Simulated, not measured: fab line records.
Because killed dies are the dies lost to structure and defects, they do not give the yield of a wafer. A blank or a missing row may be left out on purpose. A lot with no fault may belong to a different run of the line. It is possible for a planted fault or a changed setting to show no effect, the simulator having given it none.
Problem report, 8D (eight disciplines) form, completed by code / flow rit_cmos / the parts of the form that need people (team, actions taken, sign-off) are left out

## 1. WHAT IS WRONG
run_length_s at RIT_ACTIVE_CLEAN_15 reads a mean of 600 s on 9 wafers of 3 lots; wafers without a fault read 628 s with a standard deviation of 3.4. Measured from the usual mean, that is -8.3 standard deviations.
The step: cleans in SC1, time 600 s.
First observed at day 5 09:08: wafer L475.1, on wet_bench-04. Wafers with a number at this step in the record: 45, from 15 lots. Rule for "out", or "out of limits": more than 4 standard deviations from the usual mean. Any other wafer with a number is counted as sound.

## 2. WHAT IT IS AND WHAT IT IS NOT
question=which readings at this step | is=run_length_s | is not=-
question=which lots | is=L475, L477, L478 | is not=L458, L459, L460, L461, L462, L464, L465, L466, L468, L470, L479, L480
question=which wafers of those lots | is=all that have a number | is not=-
question=read on which tools | is=wet_bench-04 | is not=wet_bench-02, wet_bench-03
question=when | is=from day 5 09:08 | is not=up to then (30 sound wafers); but 6 sound wafers of L479, L480 came after

## 3. WHAT RULES OUT EACH SUSPECT
Counting: a tool at any process step up to the reading remains a suspect when it ran all the lots that are out and ran no sound lot after the first of those.
- wet_bench-04 at RIT_ACTIVE_CLEAN_15 (cleans in SC1, time 600 s): kept. It ran every lot that is out, first L475 (day 5 09:08), and no sound lot after that; its last sound lot up to then is L468 (day 3 22:08). Its own run_length_s readings are out on those wafers.
Left after counting: wet_bench-04 at RIT_ACTIVE_CLEAN_15.

## 4. THE CAUSE (what the simulator had put in)
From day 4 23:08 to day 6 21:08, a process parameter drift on wet_bench-04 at RIT_ACTIVE_CLEAN_15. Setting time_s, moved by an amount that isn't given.
Counting left only this tool.

## 5. THE CHAIN OF EFFECTS, in route order
Each row: a reading whose mean over the struck wafers that have a number lies more than 3 standard deviations from the usual. Only readings for which the record gives a usual standard deviation are gone through. hours: the time from each lot's start at the first step in this table that gives one to its start at this step, as a median over the lots. sigmas: the change in usual standard deviations.
hours=0; step=RIT_ACTIVE_CLEAN_15; reading=run_length_s; usual=628 s; on struck wafers=600; change=-28; sigmas=-8.3
The process steps in it:
- RIT_ACTIVE_CLEAN_15: cleans in SC1, time 600 s.
At these later measuring or inspecting steps, every struck wafer for which the step has a row has a number for every such reading, and none has moved that far: RIT_WELLDRIVE_RS_MEAS_02, RIT_GATE_THK_MEAS_09.

## 6. HOW IT WOULD HAVE BEEN CAUGHT EARLIER
In this record no reading fell out of limits until day 5 09:08, 10 hours after the fault had begun at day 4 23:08.
